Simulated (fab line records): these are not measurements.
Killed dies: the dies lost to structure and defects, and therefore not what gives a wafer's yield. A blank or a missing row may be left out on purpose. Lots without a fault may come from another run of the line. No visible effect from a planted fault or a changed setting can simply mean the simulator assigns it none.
Split-lot experiment / flow berkeley cmos170 / 5 lots, 27 wafers read, on a route of 331 steps

## THE SPLIT
At UCB170_V1_CVD_00 (deposits SiO2 from TEOS/O2, target thk 2000 nm, time 250 s), the setting time s was moved away from the recipe's 250 s on 6 of the 27 wafers read, by -48.1% to -43.0%. For the rest of the wafers, this setting stayed at what the recipe calls for.

Split to reading: the file shows no intervening step.

## THE READING
V1_TEOS_THK (nm), taken at UCB170_V1_THK_MEAS_01. Fault-free wafers of this fab line usually give 1990 nm, standard deviation 27 nm.

wafer=L076.1; tool, chamber at the split=pecvd-02, 2; time s as run, s=250; against the recipe=recipe; V1_TEOS_THK, nm=1955; against lot-mates on the recipe=-
wafer=L076.2; tool, chamber at the split=pecvd-02, 1; time s as run, s=250; against the recipe=recipe; V1_TEOS_THK, nm=1993; against lot-mates on the recipe=-
wafer=L076.3; tool, chamber at the split=pecvd-02, 0; time s as run, s=250; against the recipe=recipe; V1_TEOS_THK, nm=1960; against lot-mates on the recipe=-
wafer=L076.4; tool, chamber at the split=pecvd-02, 1; time s as run, s=250; against the recipe=recipe; V1_TEOS_THK, nm=2031; against lot-mates on the recipe=-
wafer=L076.5; tool, chamber at the split=pecvd-02, 2; time s as run, s=250; against the recipe=recipe; V1_TEOS_THK, nm=2008; against lot-mates on the recipe=-
wafer=L076.6; tool, chamber at the split=pecvd-02, 0; time s as run, s=250; against the recipe=recipe; V1_TEOS_THK, nm=2014; against lot-mates on the recipe=-
wafer=L077.1; tool, chamber at the split=pecvd-01, 2; time s as run, s=250; against the recipe=recipe; V1_TEOS_THK, nm=1942; against lot-mates on the recipe=-
wafer=L077.2; tool, chamber at the split=pecvd-01, 0; time s as run, s=250; against the recipe=recipe; V1_TEOS_THK, nm=1940; against lot-mates on the recipe=-
wafer=L077.3; tool, chamber at the split=pecvd-01, 1; time s as run, s=250; against the recipe=recipe; V1_TEOS_THK, nm=1960; against lot-mates on the recipe=-
wafer=L077.4; tool, chamber at the split=pecvd-01, 2; time s as run, s=250; against the recipe=recipe; V1_TEOS_THK, nm=2003; against lot-mates on the recipe=-
wafer=L077.5; tool, chamber at the split=pecvd-01, 0; time s as run, s=250; against the recipe=recipe; V1_TEOS_THK, nm=1976; against lot-mates on the recipe=-
wafer=L077.6; tool, chamber at the split=pecvd-01, 1; time s as run, s=250; against the recipe=recipe; V1_TEOS_THK, nm=2010; against lot-mates on the recipe=-
wafer=L079.1; tool, chamber at the split=pecvd-01, 1; time s as run, s=250; against the recipe=recipe; V1_TEOS_THK, nm=1993; against lot-mates on the recipe=-
wafer=L079.2; tool, chamber at the split=pecvd-01, 0; time s as run, s=250; against the recipe=recipe; V1_TEOS_THK, nm=1979; against lot-mates on the recipe=-
wafer=L079.3; tool, chamber at the split=pecvd-01, 2; time s as run, s=250; against the recipe=recipe; V1_TEOS_THK, nm=1995; against lot-mates on the recipe=-
wafer=L081.1; tool, chamber at the split=pecvd-01, 1; time s as run, s=250; against the recipe=recipe; V1_TEOS_THK, nm=1994; against lot-mates on the recipe=-
wafer=L081.2; tool, chamber at the split=pecvd-01, 0; time s as run, s=250; against the recipe=recipe; V1_TEOS_THK, nm=1955; against lot-mates on the recipe=-
wafer=L081.3; tool, chamber at the split=pecvd-01, 2; time s as run, s=250; against the recipe=recipe; V1_TEOS_THK, nm=1965; against lot-mates on the recipe=-
wafer=L081.4; tool, chamber at the split=pecvd-01, 0; time s as run, s=142.4; against the recipe=-43.0%; V1_TEOS_THK, nm=1101; against lot-mates on the recipe=-870
wafer=L081.5; tool, chamber at the split=pecvd-01, 2; time s as run, s=142.4; against the recipe=-43.0%; V1_TEOS_THK, nm=1154; against lot-mates on the recipe=-817
wafer=L081.6; tool, chamber at the split=pecvd-01, 1; time s as run, s=142.4; against the recipe=-43.0%; V1_TEOS_THK, nm=1139; against lot-mates on the recipe=-832
wafer=L083.1; tool, chamber at the split=pecvd-02, 0; time s as run, s=250; against the recipe=recipe; V1_TEOS_THK, nm=1978; against lot-mates on the recipe=-
wafer=L083.2; tool, chamber at the split=pecvd-02, 2; time s as run, s=250; against the recipe=recipe; V1_TEOS_THK, nm=1928; against lot-mates on the recipe=-
wafer=L083.3; tool, chamber at the split=pecvd-02, 1; time s as run, s=250; against the recipe=recipe; V1_TEOS_THK, nm=1973; against lot-mates on the recipe=-
wafer=L083.4; tool, chamber at the split=pecvd-02, 0; time s as run, s=129.7; against the recipe=-48.1%; V1_TEOS_THK, nm=1009; against lot-mates on the recipe=-951
wafer=L083.5; tool, chamber at the split=pecvd-02, 1; time s as run, s=129.7; against the recipe=-48.1%; V1_TEOS_THK, nm=1048; against lot-mates on the recipe=-912
wafer=L083.6; tool, chamber at the split=pecvd-02, 2; time s as run, s=129.7; against the recipe=-48.1%; V1_TEOS_THK, nm=1003; against lot-mates on the recipe=-957

FIT RESULTS
A straight line over all 27 wafers: V1_TEOS_THK changes by +19.8 nm for each +1% of time s; r = +1.00; the points scatter about the line by 27 nm.
The same after taking each lot's own level away (the mean of its wafers on the recipe; 27 wafers): +19.5 nm for each +1%; r = +1.00; scatter 24 nm.
The reading moves by 9.4e+02 nm for the largest change in time s, on that fit.
Measured against the standard deviation above, the lots' own levels, which go from 1959.7 to 1993.5 nm, span 1.3 times it.
So the lot-to-lot level changes the slope little: the two slopes agree.
Check: with one of the wafers moved furthest among these (-48.1%) left out of the fit, the line predicts -937 nm for it against its lot-mates. It came out at -951 nm against them.

## THE WHOLE CHAIN: every reading that the file lists as answering this split, in the file's order
step=UCB170_V1_CVD_00; what it does=deposits SiO2 from TEOS/O2, target thk 2000 nm, time 250 s; reading=SiO2_of_V1_CVD_00.thk nm (the simulator's own value, which no gauge read); change (the file's fit)=+19.5 nm for each +1% of the setting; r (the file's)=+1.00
step=UCB170_V1_THK_MEAS_01; what it does=; reading=V1_TEOS_THK; change (the file's fit)=+19.5 for each +1% of the setting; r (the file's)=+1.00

## THE FILE'S OWN FIT
V1_TEOS_THK changes by +19.5 nm for each +1% of time s, r = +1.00.
